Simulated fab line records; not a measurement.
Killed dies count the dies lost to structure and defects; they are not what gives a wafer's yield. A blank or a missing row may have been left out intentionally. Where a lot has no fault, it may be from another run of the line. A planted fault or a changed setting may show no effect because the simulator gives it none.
Which tool was responsible?	flow berkeley cmos170	7 lots with 21 wafers sampled at 2 steps, on a route of 331 steps

== WHAT THE GAUGES READ, wafer by wafer ==
UCB170_PVT_OVL_MEAS_06.
lot	measured	on	PVT_OVL (nm)
L395	day 5 21:23	overlay-02	-2 -3 1
L398	day 6 14:19	overlay-02	12 8 -1
L400	day 7 13:17	overlay-02	4 5 2
L402	day 7 19:53	overlay-02	- - -
L406	day 8 07:14	overlay-02	- - -
L411	day 9 08:20	overlay-02	5 0 -4
L413	day 10 01:12	overlay-02	-7 -5 -5

== WHAT TOOL EACH LOT RAN ON (gives the tool, then ch and the chambers of the sampled wafers, and finally the start) ==
lot	UCB170_PVT_COAT_01
L395	litho track-02 ch 0, day 5 19:58
L398	litho track-01 ch 0, day 6 13:38
L400	litho track-03 ch 0, day 7 12:19
L402	litho track-03, day 7 19:03
L406	litho track-01, day 8 06:34
L411	litho track-02 ch 0, day 9 07:16
L413	litho track-02 ch 0, day 9 23:02
- UCB170_PVT_COAT_01: resist thk 900 nm.

== THE ANSWER, worked out from the rows above alone ==
Rule: usual is defined by the lots themselves. Put in order of their means at a reading, lots are off if they are a third of the lots or fewer, leave a main group of 4 or more, and stand apart from it by a gap of 3 or more times the standard deviation of the main group's means; of several such gaps the widest counts. Not used: any main group whose means are identical at the precision the tables above print for the reading. Also off: a lot with no number at a reading for which 4 or more lots have one. The other lots that the step has rows for count as sound.
Off: L402, L406, seen at UCB170_PVT_OVL_MEAS_06 (PVT_OVL). Without a number there: L402, L406. Mean 1 nm and standard deviation 4.1 in the main group.
A tool fits if, at a process step before that reading, it ran every lot that is off, and no sound lot after the first of them. Gauges at UCB170_PVT_OVL_MEAS_06: tried the same way as those tools. Of those tried, none fits.

== WHAT WAS PUT IN BY THE SIMULATOR ==
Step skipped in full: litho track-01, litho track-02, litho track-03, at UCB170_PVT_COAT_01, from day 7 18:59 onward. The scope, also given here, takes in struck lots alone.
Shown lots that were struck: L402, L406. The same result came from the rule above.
